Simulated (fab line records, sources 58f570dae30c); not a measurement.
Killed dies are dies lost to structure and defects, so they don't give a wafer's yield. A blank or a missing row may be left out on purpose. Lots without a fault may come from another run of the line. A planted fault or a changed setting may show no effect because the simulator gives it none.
One fault seen from 2 desks | flow berkeley_cmos170 | each desk has only its own numbers; what lay behind them comes last

THE TOOL OWNER'S DESK: krf_scanner-01
The tool's own readings at UCB170_V2_EXPOSE_09 (exposes mask VIA2, target cd 700 nm): means of the sampled wafers that have a number, for each lot that ran on this tool. A lot is out of limits, marked OUT, if its mean lies more than 4 standard deviations from the usual mean; the brackets give that distance.
Columns: A = exposure_dose_mJ_cm2 at UCB170_V2_EXPOSE_09, usual 37.00
lot  | first seen here | A
L468 | day 9 02:56     | 37.03
L469 | day 9 04:04     | 37.02
L473 | day 10 02:03    | 38.48 (+39) OUT
L475 | day 10 05:06    | 38.19 (+31) OUT
L478 | day 10 17:50    | 37.96 (+25) OUT
This desk's finding: out of limits on L473, L475, L478; first on L473, day 10 02:03 (exposure_dose_mJ_cm2 at UCB170_V2_EXPOSE_09). In limits: L468, L469.

THE METROLOGY DESK
What the gauges read, lot by lot, whatever tool the lot ran on: means of the sampled wafers that have a number. A lot is out of limits, marked OUT, if its mean lies more than 4 standard deviations from the usual mean; the brackets give that distance.
Columns: A = NWELL_OXIDE_THK at UCB170_NWELL_THK_MEAS_02, usual 26.3 nm; B = cd_nm at UCB170_ACTIVE_CD_MEAS_13, usual 1200.0 nm; C = FIELD_OXIDE_LEFT_2_THK at UCB170_FIELD_THK_MEAS_91, usual 351 nm; D = cd_nm at UCB170_V2_CD_MEAS_12, usual 699.9 nm
lot  | first seen here | A    | B      | C   | D
L468 | day 2 06:08     | 26.7 | 1199.6 | 347 | 700.5
L469 | day 2 11:34     | 27.1 | 1201.4 | 347 | 700.4
L474 | day 3 06:32     | 26.1 | 1200.7 | 346 | 703.6
L473 | day 3 06:33     | 25.1 | 1199.3 | 349 | 705.7 (+4.2) OUT
L475 | day 3 19:11     | 27.0 | 1199.3 | 350 | 706.8 (+4.9) OUT
L477 | day 4 04:32     | 26.3 | 1199.6 | 355 | 700.8
L478 | day 4 04:32     | 26.2 | 1199.4 | 356 | 705.5
L480 | day 4 13:10     | 26.6 | 1198.8 | 357 | 699.1
L482 | day 4 21:58     | 26.0 | 1201.0 | 358 | 700.0
L486 | day 5 21:21     | 26.2 | 1202.1 | 352 | 701.5
L488 | day 6 09:40     | 26.5 | 1199.7 | 359 | 698.8
L491 | day 7 02:00     | 25.2 | 1200.7 | 348 | 699.9
This desk's finding: out of limits on L473, L475; first on L473, day 10 02:26 (cd_nm at UCB170_V2_CD_MEAS_12). In limits: L468, L469, L474, L477, L478, L480, L482, L486, L488, L491.

PUT TOGETHER
The tool owner's desk could have raised an alarm at day 10 02:03, on L473, L475, L478.
The metrology desk could have raised an alarm at day 10 02:26, on L473, L475.
The metrology desk has L478 on record, within its limits.
Of the lots named, all ran UCB170_V2_EXPOSE_09 on krf_scanner-01.

WHAT THE SIMULATOR HAD PUT IN
Process parameter drift: krf_scanner-01, from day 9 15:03 on, at UCB170_V2_EXPOSE_09. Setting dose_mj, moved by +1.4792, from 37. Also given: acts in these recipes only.
Lots struck among those shown: L473, L475, L478.
Hours from the fault's start to each desk's first reading out of limits: the tool owner's desk, 11; the metrology desk, 11.
